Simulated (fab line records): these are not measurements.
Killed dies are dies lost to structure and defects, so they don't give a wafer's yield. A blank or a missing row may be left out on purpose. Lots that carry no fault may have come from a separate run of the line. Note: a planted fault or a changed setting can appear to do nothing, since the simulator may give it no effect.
Which tool is to blame? -- flow berkeley_cmos170 -- 8 lots with 24 wafers sampled at 2 steps, on a route of 331 steps

== WHAT EACH GAUGE READ, for each wafer ==
UCB170_ACTIVE_OVL_MEAS_14.
lot,measured,on,ACTIVE_OVL (nm)
L412,day 5 05:51,overlay-02,4 1 -3
L414,day 5 11:26,overlay-01,0 -3 -3
L417,day 6 02:58,overlay-01,3 3 5
L419,day 6 13:50,overlay-02,1 7 -2
L421,day 7 00:55,overlay-02,-8 -3 0
L425,day 8 14:53,overlay-02,277 273 276
L427,day 8 14:55,overlay-01,277 281 281
L432,day 9 12:49,overlay-01,275 270 272

== EACH LOT AND THE TOOL THAT RAN IT (in order: tool; ch and the chambers of the sampled wafers; start) ==
lot,UCB170_ACTIVE_EXPOSE_10
L412,"krf_scanner-02 ch 0, day 5 05:20"
L414,"krf_scanner-01 ch 0, day 5 10:55"
L417,"krf_scanner-01 ch 0, day 6 02:05"
L419,"krf_scanner-02 ch 0, day 6 13:07"
L421,"krf_scanner-02 ch 0, day 6 23:37"
L425,"krf_scanner-01 ch 0, day 8 14:00"
L427,"krf_scanner-01 ch 0, day 8 14:10"
L432,"krf_scanner-01 ch 0, day 9 12:07"
- UCB170_ACTIVE_EXPOSE_10: exposes mask ACTIVE, target cd 1200 nm.

== THE ANSWER, worked out from the rows above alone ==
Rule: the lots themselves supply what counts as usual. Put in order of their means at a reading, lots are off if they are a third of the lots or fewer, leave a main group of 4 or more, and stand apart from it by a gap of 3 or more times the standard deviation of the main group's means; of several such gaps the widest counts. Not used: any main group whose means are identical at the precision the tables above print for the reading. A lot without any number at a reading at which 4 lots or more have one is off too. All remaining lots with rows at the step are treated as sound.
No lot is off at any reading shown: from this, nothing can be told.

== WHAT WAS PUT IN BY THE SIMULATOR ==
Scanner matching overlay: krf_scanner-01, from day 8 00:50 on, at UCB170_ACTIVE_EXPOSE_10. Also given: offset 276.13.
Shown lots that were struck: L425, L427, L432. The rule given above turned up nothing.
